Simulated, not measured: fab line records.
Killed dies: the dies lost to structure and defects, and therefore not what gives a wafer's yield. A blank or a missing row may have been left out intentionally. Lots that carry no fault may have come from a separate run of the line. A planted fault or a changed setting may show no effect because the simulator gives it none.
The same fault as seen by 2 desks || flow berkeley-cmos170 || each desk has only its own numbers; what lay behind them comes last

AT THE METROLOGY DESK
Means of the sampled wafers that have a number, per lot and without regard to the tool the lot ran on: this is what the gauges read. Marked OUT: a lot whose mean sits more than 4 standard deviations from the usual mean, which makes it out of limits; the brackets give that distance.
Columns: A = PWELL_OXIDE_THK at UCB170_PWELL_THK_MEAS_03, usual 26.4 nm; B = NVT_OVL at UCB170_NVT_OVL_MEAS_06, usual -2 nm; C = PVT_TW at UCB170_PVT_TW_MEAS_09, usual 504.3
{"lot": "L517", "first seen here": "day 2 17:21", "A": 26.6, "B": -4, "C": 506.1}
{"lot": "L519", "first seen here": "day 3 00:23", "A": 26.2, "B": -6, "C": 503.8}
{"lot": "L518", "first seen here": "day 3 00:24", "A": 26.2, "B": -7, "C": 504.1}
{"lot": "L524", "first seen here": "day 3 23:13", "A": 26.9, "B": 0, "C": 508.5}
{"lot": "L523", "first seen here": "day 3 23:14", "A": 26.8, "B": -2, "C": 502.1}
{"lot": "L525", "first seen here": "day 4 15:47", "A": 26.0, "B": -6, "C": 502.4}
{"lot": "L528", "first seen here": "day 5 03:13", "A": 27.4, "B": 3, "C": 507.8}
{"lot": "L530", "first seen here": "day 5 12:57", "A": 25.9, "B": 2, "C": 502.0}
{"lot": "L532", "first seen here": "day 5 20:39", "A": 26.4, "B": 4, "C": 503.5}
{"lot": "L533", "first seen here": "day 5 20:39", "A": 26.2, "B": -8, "C": 505.2}
{"lot": "L537", "first seen here": "day 6 21:13", "A": 25.5, "B": -0, "C": 507.0}
{"lot": "L538", "first seen here": "day 7 02:44", "A": 27.1, "B": -1, "C": 503.7}
{"lot": "L540", "first seen here": "day 7 12:42", "A": 26.2, "B": -8, "C": 502.9}
Result from this desk: across the 13 lots, nothing is out of limits.

FOR THE TOOL OWNER'S DESK: krf-scanner-02
The tool's own readings at UCB170_GATE_EXPOSE_09 (exposes mask POLY, target cd 350 nm): means of the sampled wafers that have a number, for each lot that ran on this tool. Marked OUT: a lot whose mean sits more than 4 standard deviations from the usual mean, which makes it out of limits; the brackets give that distance.
Columns: A = exposure-dose-mJ-cm2 at UCB170_GATE_EXPOSE_09, usual 20.989
{"lot": "L518", "first seen here": "day 6 05:44", "A": 20.988}
{"lot": "L523", "first seen here": "day 7 06:40", "A": 20.984}
{"lot": "L525", "first seen here": "day 7 23:53", "A": 20.978}
{"lot": "L528", "first seen here": "day 8 05:16", "A": 21.000}
{"lot": "L530", "first seen here": "day 8 23:17", "A": 20.951}
{"lot": "L532", "first seen here": "day 9 06:20", "A": 20.995}
{"lot": "L537", "first seen here": "day 10 11:13", "A": "20.823 (-7.2) OUT"}
This desk's verdict: out of limits on L537, starting with L537 at day 10 11:13 (exposure-dose-mJ-cm2 at UCB170_GATE_EXPOSE_09). L518, L523, L525, L528, L530, L532: within limits.

TAKEN TOGETHER
The tool owner's desk could have raised an alarm at day 10 11:13, on L537.
Nothing out of limits was seen by the metrology desk.
The metrology desk has L537 on record, within its limits.
Of the lots named, all ran UCB170_GATE_EXPOSE_09 on krf-scanner-02.

WHAT THE SIMULATOR PUT IN
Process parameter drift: krf-scanner-02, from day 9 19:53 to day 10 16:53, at UCB170_GATE_EXPOSE_09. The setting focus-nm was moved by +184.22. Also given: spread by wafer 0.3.
Struck lots among those shown: L537.
Time in hours from fault onset to the first out-of-limits reading at each desk: the tool owner's desk, 15.
